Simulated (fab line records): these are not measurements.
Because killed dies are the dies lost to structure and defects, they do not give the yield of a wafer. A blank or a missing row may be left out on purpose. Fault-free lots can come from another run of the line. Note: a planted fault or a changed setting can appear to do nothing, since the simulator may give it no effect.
Split-lot experiment | flow rit_cmos | 5 lots, 23 wafers read, on a route of 202 steps

== ON THE SPLIT ==
At RIT_NWELL_IMPLANT_08, the setting dose_cm2 was moved away from the recipe's 5e+13 on 6 of the 23 wafers read, by -4.7% to +5.6%. The other wafers ran this setting at the recipe's value.

== FROM THE SPLIT TO THE READING: what the file shows between them, 5 steps ==
- RIT_NWELL_STRIP_09: strips in O2, time 180 s
- RIT_NWELL_TW_MEAS_10
- RIT_PWELL_IMPLANT_08 (also split here: energy_kev)
- RIT_PWELL_STRIP_09: strips in O2, time 180 s
- RIT_WELLDRIVE_ANNEAL_00: time 14700 s

== THE READING ==
At RIT_WELLDRIVE_RS_MEAS_01, a four-point-probe measurement gives NWELL_RS in ohm/sq. Typical for fault-free wafers on this fab line: 275.8 ohm/sq, with standard deviation 0.74 ohm/sq.

wafer  | tool, chamber at the split | dose_cm2 as run | against the recipe | NWELL_RS, ohm/sq | against lot-mates on the recipe
L074.1 | implanter-01, 0            | 5.182e+13       | +3.6%              | 271.1            | -5.8
L074.3 | implanter-01, 0            | 5e+13           | recipe             | 277.2            | -
L074.4 | implanter-01, 0            | 5e+13           | recipe             | 276.4            | -
L074.5 | implanter-01, 0            | 5.182e+13       | +3.6%              | 271.7            | -5.2
L074.6 | implanter-01, 0            | 5e+13           | recipe             | 277.1            | -
L076.1 | implanter-02, 0            | 5e+13           | recipe             | 276.3            | -
L076.2 | implanter-02, 0            | 5e+13           | recipe             | 276.5            | -
L076.4 | implanter-02, 0            | 5.281e+13       | +5.6%              | 267.1            | -9.4
L076.5 | implanter-02, 0            | 5e+13           | recipe             | 276.8            | -
L076.6 | implanter-02, 0            | 5.281e+13       | +5.6%              | 267.5            | -9.0
L078.1 | implanter-03, 0            | 5e+13           | recipe             | 276.3            | -
L078.4 | implanter-03, 0            | 5e+13           | recipe             | 276.3            | -
L078.6 | implanter-03, 0            | 5e+13           | recipe             | 276.8            | -
L083.1 | implanter-02, 0            | 4.765e+13       | -4.7%              | 284.1            | +8.6
L083.2 | implanter-02, 0            | 4.765e+13       | -4.7%              | 283.5            | +8.0
L083.4 | implanter-02, 0            | 5e+13           | recipe             | 275.1            | -
L083.5 | implanter-02, 0            | 5e+13           | recipe             | 275.5            | -
L083.6 | implanter-02, 0            | 5e+13           | recipe             | 276.0            | -
L085.1 | implanter-02, 0            | 5e+13           | recipe             | 274.3            | -
L085.2 | implanter-02, 0            | 5e+13           | recipe             | 275.4            | -
L085.3 | implanter-02, 0            | 5e+13           | recipe             | 274.3            | -
L085.4 | implanter-02, 0            | 5e+13           | recipe             | 275.2            | -
L085.5 | implanter-02, 0            | 5e+13           | recipe             | 275.1            | -

FIT RESULTS
A straight line over all 23 wafers: NWELL_RS changes by -1.53 ohm/sq for each +1% of dose_cm2; r = -0.97; the points scatter about the line by 0.88 ohm/sq.
The same after taking each lot's own level away (the mean of its wafers on the recipe; 23 wafers): -1.66 ohm/sq for each +1%; r = -1.00; scatter 0.4 ohm/sq.
Per that fit: largest dose_cm2 move, reading shift of 9.3 ohm/sq.
The span of the lots' own levels, 274.86 to 276.90 ohm/sq, comes to 2.8 times the standard deviation stated above.
So the lot-to-lot level changes the slope little: the two slopes agree.
Check: with one of the wafers moved furthest among these (+5.6%) left out of the fit, the line predicts -9.18 ohm/sq for it against its lot-mates. Against them it came out at -9.43 ohm/sq.

== FURTHER SPLITS ON THESE WAFERS ==
Note: prior to the reading, these wafers also went through further splits. Each is held against what the fit with the lots' levels taken away leaves over:
other split on the same wafers   | wafers away from the commonest value | r with NWELL_RS (lot level and that fit taken away)
RIT_ACTIVE_OXIDATION_01 temp_c   | 15                                   | -0.06
RIT_ACTIVE_DEVELOP_10 dev_temp_c | 5                                    | +0.03
RIT_FOX2_OXIDATION_00 ox_time_s  | 10                                   | -0.19
RIT_PWELL_IMPLANT_08 energy_kev  | 6                                    | -0.21

== THE WHOLE CHAIN: every reading that the file lists as answering this split, in the file's order ==
step                     | what it does                 | reading  | change (the file's fit)           | r (the file's)
RIT_NWELL_TW_MEAS_10     |                              | NWELL_TW | +6.94 for each +1% of the setting | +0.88
RIT_WELLDRIVE_RS_MEAS_01 | measures by four-point-probe | NWELL_RS | -1.65 for each +1% of the setting | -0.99

== FILE'S OWN FIT ==
NWELL_RS changes by -1.65 ohm/sq for each +1% of dose_cm2, r = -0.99.
